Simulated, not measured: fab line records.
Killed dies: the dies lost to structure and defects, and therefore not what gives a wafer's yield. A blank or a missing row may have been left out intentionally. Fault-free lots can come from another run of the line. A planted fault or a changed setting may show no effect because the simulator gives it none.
Lot-split experiment -- flow berkeley-cmos170 -- route with 331 steps; 5 lots, 23 wafers read

== THE SPLIT ==
At UCB170_SCREENOX_OXIDATION_01 (target thk 14.4 nm, ox time 2400 s), the setting temp-c was moved away from the recipe's 900 C on 20 of the 23 wafers read, by -2.8% to +2.1%. The other wafers ran this setting at the recipe's value.

No step appears in the file between the split and the reading.

== THE READING ==
SCREENOX_OXIDE_THK in nanometres, read at UCB170_SCREENOX_THK_MEAS_02. Typical for fault-free wafers on this fab line: 14.25 nm, with standard deviation 0.22 nm.

wafer,"tool, chamber at the split","temp-c as run, C",against the recipe,"SCREENOX_OXIDE_THK, nm",against lot-mates on the recipe
L076.1,"-, -",883.9,-1.8%,12.10,no lot-mate on the recipe
L076.2,"-, -",883.9,-1.8%,12.16,no lot-mate on the recipe
L076.3,"-, -",883.9,-1.8%,12.44,no lot-mate on the recipe
L076.4,"-, -",883.9,-1.8%,12.41,no lot-mate on the recipe
L076.5,"-, -",883.9,-1.8%,12.01,no lot-mate on the recipe
L080.1,"-, -",919.1,+2.1%,17.26,no lot-mate on the recipe
L080.2,"-, -",919.1,+2.1%,17.21,no lot-mate on the recipe
L080.3,"-, -",919.1,+2.1%,17.43,no lot-mate on the recipe
L080.5,"-, -",919.1,+2.1%,17.17,no lot-mate on the recipe
L080.6,"-, -",919.1,+2.1%,17.28,no lot-mate on the recipe
L079.1,"-, -",875,-2.8%,10.77,no lot-mate on the recipe
L079.2,"-, -",875,-2.8%,10.80,no lot-mate on the recipe
L079.4,"-, -",875,-2.8%,10.71,no lot-mate on the recipe
L079.5,"-, -",875,-2.8%,10.80,no lot-mate on the recipe
L079.6,"-, -",875,-2.8%,10.75,no lot-mate on the recipe
L078.2,"-, -",914.4,+1.6%,16.61,no lot-mate on the recipe
L078.3,"-, -",914.4,+1.6%,16.58,no lot-mate on the recipe
L078.4,"-, -",914.4,+1.6%,16.55,no lot-mate on the recipe
L078.5,"-, -",914.4,+1.6%,16.90,no lot-mate on the recipe
L078.6,"-, -",914.4,+1.6%,16.69,no lot-mate on the recipe
L082.2,"furnace-04, 0",900,recipe,14.44,-
L082.4,"furnace-04, 0",900,recipe,14.57,-
L082.6,"furnace-04, 0",900,recipe,14.56,-

THE FIT
A straight line over all 23 wafers: SCREENOX_OXIDE_THK changes by +1.32 nm for each +1% of temp-c; r = +1.00; the points scatter about the line by 0.13 nm.
Too few moved wafers have a lot-mate on the recipe to fit a line with each lot's own level taken away.

== THE WHOLE CHAIN: every reading that the file lists as answering this split, in the file's order ==
step,what it does,reading,change (the file's fit),r (the file's)
UCB170_SCREENOX_OXIDATION_01,"target thk 14.4 nm, ox time 2400 s","SiO2_of_SCREENOX_OXIDATION_01.thk-nm (the simulator's own value, which no gauge read)",+1.32 nm for each +1% of the setting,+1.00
UCB170_SCREENOX_THK_MEAS_02,,SCREENOX_OXIDE_THK,+1.32 for each +1% of the setting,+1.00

== FILE'S OWN FIT ==
SCREENOX_OXIDE_THK changes by +1.32 nm for each +1% of temp-c, r = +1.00.
